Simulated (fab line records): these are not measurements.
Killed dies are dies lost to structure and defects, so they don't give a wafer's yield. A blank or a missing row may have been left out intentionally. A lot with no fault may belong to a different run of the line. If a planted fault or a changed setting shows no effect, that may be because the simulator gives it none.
What tool caused it? + flow rit-cmos + 15 lots, 45 wafers sampled, at 5 steps of a route of 202

## WHAT EACH GAUGE READ, for each wafer
RIT_FOX1_THK_MEAS_01. Usual: for FOX1_OXIDE_THK the level is 351 nm and the standard deviation is 7.7.
| lot  | measured    | on            | FOX1_OXIDE_THK (nm) | flag |
|------|-------------|---------------|---------------------|------|
| L207 | day 1 19:09 | film-metro-02 | 345 345 338         |      |
| L208 | day 2 01:29 | film-metro-03 | 355 364 348         |      |
| L209 | day 2 05:26 | film-metro-03 | 342 349 344         |      |
| L210 | day 2 09:57 | film-metro-04 | 360 360 354         |      |
| L211 | day 2 16:21 | film-metro-03 | 342 342 339         |      |
| L213 | day 3 00:33 | film-metro-03 | 361 363 367         |      |
| L214 | day 3 09:08 | film-metro-02 | 358 358 357         |      |
| L217 | day 3 22:52 | film-metro-02 | 340 346 342         |      |
| L218 | day 4 03:35 | film-metro-03 | 355 358 366         |      |
| L219 | day 4 06:28 | film-metro-03 | 348 348 351         |      |
| L221 | day 4 18:19 | film-metro-03 | 429 434 433         | OFF  |
| L222 | day 4 22:52 | film-metro-02 | 443 443 445         | OFF  |
| L225 | day 5 16:19 | film-metro-02 | 442 444 446         | OFF  |
| L226 | day 5 21:06 | film-metro-02 | 346 351 347         |      |
| L229 | day 6 15:56 | film-metro-04 | 347 345 343         |      |

RIT_NRETRO_OVL_MEAS_06. Usual: for NRETRO_OVL the level is 0.2 nm and the standard deviation is 1.5.
| lot  | measured    | on         | NRETRO_OVL (nm) | flag |
|------|-------------|------------|-----------------|------|
| L207 | day 2 09:45 | overlay-02 | -1.0 1.1 1.8    |      |
| L208 | day 2 16:20 | overlay-01 | 1.3 2.9 -0.7    |      |
| L209 | day 2 18:56 | overlay-02 | -2.5 -1.4 -1.2  |      |
| L210 | day 2 22:25 | overlay-01 | 0.5 -3.3 0.9    |      |
| L211 | day 3 06:37 | overlay-01 | -0.1 0.1 1.4    |      |
| L213 | day 3 15:29 | overlay-01 | 2.0 1.4 2.2     |      |
| L214 | day 4 02:11 | overlay-02 | -4.7 -1.7 0.0   |      |
| L217 | day 4 13:25 | overlay-02 | -0.7 0.3 0.9    |      |
| L218 | day 4 17:51 | overlay-02 | 0.5 2.0 0.8     |      |
| L219 | day 4 19:12 | overlay-02 | -2.6 1.2 0.7    |      |
| L221 | day 5 09:14 | overlay-02 | 0.4 0.7 -0.6    |      |
| L222 | day 5 15:14 | overlay-01 | 2.0 0.4 0.6     |      |
| L225 | day 6 05:07 | overlay-01 | 1.9 0.5 1.3     |      |
| L226 | day 6 09:26 | overlay-02 | 1.6 -0.6 1.1    |      |
| L229 | day 7 06:28 | overlay-02 | 3.0 -0.9 2.2    |      |

## EACH LOT AND THE TOOL THAT RAN IT (in order: tool; ch and the chambers of the sampled wafers; start)
| lot  | RIT_FOX1_OXIDATION_00        | RIT_NWELL_STRIP_09                  | RIT_PWELL_STRIP_09                  |
|------|------------------------------|-------------------------------------|-------------------------------------|
| L207 | furnace-01 ch 0, day 1 17:49 | plasma-asher-02 ch 0,1, day 1 23:55 | plasma-asher-01 ch 0,1, day 2 01:41 |
| L208 | furnace-03 ch 0, day 2 00:10 | plasma-asher-03 ch 0,1, day 2 06:44 | plasma-asher-02 ch 0,1, day 2 08:33 |
| L209 | furnace-03 ch 0, day 2 04:06 | plasma-asher-04 ch 0,1, day 2 09:15 | plasma-asher-01 ch 0,1, day 2 11:02 |
| L210 | furnace-01 ch 0, day 2 08:37 | plasma-asher-02 ch 0,1, day 2 14:07 | plasma-asher-03 ch 0,1, day 2 15:46 |
| L211 | furnace-01 ch 0, day 2 15:01 | plasma-asher-03 ch 0,1, day 2 22:38 | plasma-asher-02 ch 0,1, day 3 00:11 |
| L213 | furnace-04 ch 0, day 2 23:13 | plasma-asher-04 ch 0,1, day 3 04:32 | plasma-asher-02 ch 0,1, day 3 06:13 |
| L214 | furnace-04 ch 0, day 3 07:50 | plasma-asher-02 ch 0,1, day 3 17:32 | plasma-asher-01 ch 0,1, day 3 19:05 |
| L217 | furnace-01 ch 0, day 3 21:32 | plasma-asher-03 ch 0,1, day 4 04:36 | plasma-asher-03 ch 0,1, day 4 06:16 |
| L218 | furnace-04 ch 0, day 4 02:16 | plasma-asher-03 ch 0, day 4 09:44   | plasma-asher-01 ch 0,1, day 4 11:25 |
| L219 | furnace-03 ch 0, day 4 05:08 | plasma-asher-03 ch 0,1, day 4 11:10 | plasma-asher-03 ch 0,1, day 4 12:43 |
| L221 | furnace-04 ch 0, day 4 16:59 | plasma-asher-04 ch 0,1, day 5 00:16 | plasma-asher-01 ch 0,1, day 5 01:53 |
| L222 | furnace-04 ch 0, day 4 21:33 | plasma-asher-02 ch 0,1, day 5 03:20 | plasma-asher-02 ch 0,1, day 5 04:53 |
| L225 | furnace-04 ch 0, day 5 14:59 | plasma-asher-03 ch 0,1, day 5 21:07 | plasma-asher-01 ch 0,1, day 5 22:40 |
| L226 | furnace-03 ch 0, day 5 19:46 | plasma-asher-04 ch 0,1, day 6 01:26 | plasma-asher-02 ch 0,1, day 6 02:59 |
| L229 | furnace-03 ch 0, day 6 14:37 | plasma-asher-03 ch 0, day 6 21:02   | plasma-asher-03 ch 1, day 6 22:38   |
- RIT_FOX1_OXIDATION_00: target thk 350.7 nm, ox time 1130 s.
- RIT_NWELL_STRIP_09: strips in O2, time 180 s.
- RIT_PWELL_STRIP_09: strips in O2, time 180 s.

## WHAT THE TOOLS THEMSELVES READ (means of the sampled wafers that have a number; where no wafer has one, the mark that the record gives instead)
RIT_FOX1_OXIDATION_00. Usual: 43 % for zone-power-source-pct, sd 4.5.
| lot  | tool       | zone-power-source-pct (%) | flag |
|------|------------|---------------------------|------|
| L207 | furnace-01 | 42                        |      |
| L208 | furnace-03 | 37                        |      |
| L209 | furnace-03 | 37                        |      |
| L210 | furnace-01 | 42                        |      |
| L211 | furnace-01 | 42                        |      |
| L213 | furnace-04 | 48                        |      |
| L214 | furnace-04 | 48                        |      |
| L217 | furnace-01 | 42                        |      |
| L218 | furnace-04 | 48                        |      |
| L219 | furnace-03 | 37                        |      |
| L221 | furnace-04 | 48                        |      |
| L222 | furnace-04 | 49                        |      |
| L225 | furnace-04 | 48                        |      |
| L226 | furnace-03 | 37                        |      |
| L229 | furnace-03 | 37                        |      |

RIT_NWELL_STRIP_09. Usual: 5.8 A for drypump-motor-current-A, sd 0.41.
| lot  | tool            | drypump-motor-current-A (A) | flag |
|------|-----------------|-----------------------------|------|
| L207 | plasma-asher-02 | 6.1                         |      |
| L208 | plasma-asher-03 | 5.9                         |      |
| L209 | plasma-asher-04 | 5.4                         |      |
| L210 | plasma-asher-02 | 6.1                         |      |
| L211 | plasma-asher-03 | 5.6                         |      |
| L213 | plasma-asher-04 | 5.4                         |      |
| L214 | plasma-asher-02 | 6.2                         |      |
| L217 | plasma-asher-03 | 5.9                         |      |
| L218 | plasma-asher-03 | 6.1                         |      |
| L219 | plasma-asher-03 | 5.9                         |      |
| L221 | plasma-asher-04 | 5.8                         |      |
| L222 | plasma-asher-02 | 6.1                         |      |
| L225 | plasma-asher-03 | 5.7                         |      |
| L226 | plasma-asher-04 | 5.5                         |      |
| L229 | plasma-asher-03 | 6.2                         |      |

RIT_PWELL_STRIP_09. Usual: 5.9 A for drypump-motor-current-A, sd 0.45.
| lot  | tool            | drypump-motor-current-A (A) | flag |
|------|-----------------|-----------------------------|------|
| L207 | plasma-asher-01 | 6.0                         |      |
| L208 | plasma-asher-02 | 6.1                         |      |
| L209 | plasma-asher-01 | 5.5                         |      |
| L210 | plasma-asher-03 | 5.7                         |      |
| L211 | plasma-asher-02 | 6.1                         |      |
| L213 | plasma-asher-02 | 6.0                         |      |
| L214 | plasma-asher-01 | 5.5                         |      |
| L217 | plasma-asher-03 | 5.7                         |      |
| L218 | plasma-asher-01 | 6.0                         |      |
| L219 | plasma-asher-03 | 5.9                         |      |
| L221 | plasma-asher-01 | 5.9                         |      |
| L222 | plasma-asher-02 | 6.0                         |      |
| L225 | plasma-asher-01 | 6.0                         |      |
| L226 | plasma-asher-02 | 6.1                         |      |
| L229 | plasma-asher-03 | 5.4                         |      |

## THE ANSWER, worked out from the rows above alone
Rule: a lot counts as off when the mean over its wafers that have a number is more than 3 standard deviations away from the usual mean. A lot without any number at a reading at which 4 lots or more have one is off too. The other lots that the step has rows for count as sound. First the gauges in route order, then the tools' own readings, where a lot's mean is used as printed above. At the first step where some lot is off, the reading lying furthest off is the one used; lots without a number count as furthest.
Off: at RIT_FOX1_THK_MEAS_01 (FOX1_OXIDE_THK), L221, L222, L225.
If a tool, at a process step before that reading, ran all the lots that are off and no sound lot after the first of them, it fits. Those tools and the gauges at RIT_FOX1_THK_MEAS_01 are tried in the same way. One fits: RIT_FOX1_OXIDATION_00 on furnace-04. Its last sound lot is L218 (day 4 02:16), its first lot that is off L221 (day 4 16:59): a fault that began between those two fits.

## WHAT THE SIMULATOR PUT IN
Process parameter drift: furnace-04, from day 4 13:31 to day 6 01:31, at RIT_FOX1_OXIDATION_00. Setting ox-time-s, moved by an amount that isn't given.
Shown lots that were struck: L221, L222, L225. The rule above found the same.
